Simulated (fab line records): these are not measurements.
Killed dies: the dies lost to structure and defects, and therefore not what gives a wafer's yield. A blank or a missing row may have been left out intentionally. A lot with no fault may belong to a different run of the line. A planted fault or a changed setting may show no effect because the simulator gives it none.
Struck lot and sound lot, side by side -- flow rit_cmos -- 17 steps out of a route of 202
Sound: these wafers, L115.1, L115.4, L115.5. Wafers struck: L121.2, L121.3, L121.5. The cause comes at the end.
For every step that has rows: the tool of each side, followed by ch and its chambers, followed by its first start. Under that, the readings that differ: sound wafers -- struck wafers -- difference of the means -- sigmas: that difference in standard deviations of wafers without a fault.
alike: readings with means less than 2 such deviations apart, plus words and numbers identical on both sides. not compared: withheld readings, readings lacking a value on some wafer, bounds such as >300 that could conceal the same value, and numbers that have no deviation in the record and whose values overlap.
Wherever a step has rows on one side only, a row that says differs or no value, or a row with sigmas, the two part there. Numbers that have no deviation but don't overlap get no sigmas and don't part them. A reading missing from all wafers of one side parts the sides only when that side holds two or more wafers.

RIT_NWELL_TW_MEAS_10:
  sound: film_metro-01 at day 2 01:59; struck: film_metro-04 at day 3 07:53
  alike: NWELL_TW
then, 6 steps without rows for these wafers: RIT_PWELL_HMDS_00 (prime time 60 s); RIT_PWELL_COAT_01 (resist thk 1300 nm); RIT_PWELL_SOFTBAKE_02 (time 60 s); RIT_PWELL_EXPOSE_03 (exposes mask M3, target cd 43700 nm); RIT_PWELL_PEB_04; RIT_PWELL_DEVELOP_05 (develop time 68 s).
RIT_PWELL_OVL_MEAS_06:
  sound: overlay-01 at day 2 03:04; struck: overlay-01 at day 3 08:50
  alike: PWELL_OVL
then, 2 steps without rows for these wafers: RIT_PWELL_HARDBAKE_07 (time 120 s); RIT_PWELL_IMPLANT_08.
RIT_PWELL_STRIP_09: strips in O2, time 180 s.
  sound on plasma_asher-04 ch 0,1, day 2 03:30; struck on plasma_asher-01 ch 1, day 3 09:16
  alike: drypump_motor_current_A, o2_flow_sccm
  not compared: rf_hours_counter_h
RIT_PWELL_TW_MEAS_10:
  sound: film_metro-03 at day 2 03:40; struck: film_metro-04 at day 3 09:26
  alike: PWELL_TW
RIT_WELLDRIVE_ANNEAL_00: time 14700 s.
  sound on furnace-02 ch 0, day 2 03:44; struck on furnace-02 ch 0, day 3 10:12
reading,sound,struck,difference,sigmas
spike_tc_centre_C (C),1101.3 1102.1 1102.5,1083.1 1084.5 1084.5,-17.9,-15
spike_tc_load_C (C),1123 1123 1124,1104 1104 1105,-19,-5
tube_center_temp_C (C),1100 1100 1100.1,1082 1082 1082.1,-18,-99 or more
tube_center_temp_C_max,1102.8 1103.2 1103.1,1084.7 1084.5 1084.9,-18.3,-37
RIT_WELLDRIVE_RS_MEAS_01: measurement is done with a four-point probe.
  sound: film_metro-03 at day 2 08:49; struck: film_metro-01 at day 3 15:18
reading,sound,struck,difference,sigmas
NWELL_RS (ohm/sq),275.4 274.8 274.9,296.1 296.0 297.3,+21.4,+31
RIT_WELLDRIVE_RS_MEAS_02: measurement is done with a four-point probe.
  sound: film_metro-03 at day 2 08:56; struck: film_metro-01 at day 3 15:25
reading,sound,struck,difference,sigmas
PWELL_RS (ohm/sq),430.1 428.5 428.9,450.4 449.8 449.8,+20.8,+19
then, 1 step without rows for these wafers: RIT_NRETRO_HMDS_00 (prime time 60 s).
RIT_M1_PROBE_99:
  sound: prober-02 at day 3 15:49; struck: prober-02 at day 4 20:34
reading,sound,struck,difference,sigmas
model.etest.nwell_pinched.rs_ohm_sq,342.2 340.6 342.2,378.9 383.1 377.5,+38.2,
model.etest.pwell_pinched.rs_ohm_sq,464.6 468.2 468.1,481.2 485.5 481,+15.6,
model.etest.pwell.rs_ohm_sq,412.1 415.8 416.9,428.7 430.7 433.5,+16.0,
model.etest.pmos_narrow.drive_ua_um,101.1 98.52 98.44,90.19 91.68 92.28,-7.97,
model.etest.pmos_0p3.drive_ua_um,98.11 97.47 96.23,90.04 91.22 92.5,-6.02,
model.etest.field_n.vt_v (V),33.38 34.1 34.26,35.21 35.13 36.28,+1.63,
model.etest.field_p_metal.vt_v (V),-28.09 -28.3 -28.3,-25.89 -26.31 -25.97,+2.17,
model.etest.field_p.vt_v (V),-12.12 -12.13 -12.19,-10.93 -10.99 -10.85,+1.22,
  alike: killed_at_front_end, killed_dies, killed_open, killed_short

WHERE THEY PART
At RIT_WELLDRIVE_ANNEAL_00 first; at RIT_WELLDRIVE_RS_MEAS_02 last (within this record only). Later steps at which nothing parts them and some readings are alike: RIT_M1_PROBE_99.

WHY: what the simulator had put in
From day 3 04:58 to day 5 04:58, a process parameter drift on furnace-02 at RIT_WELLDRIVE_ANNEAL_00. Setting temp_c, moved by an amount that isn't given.
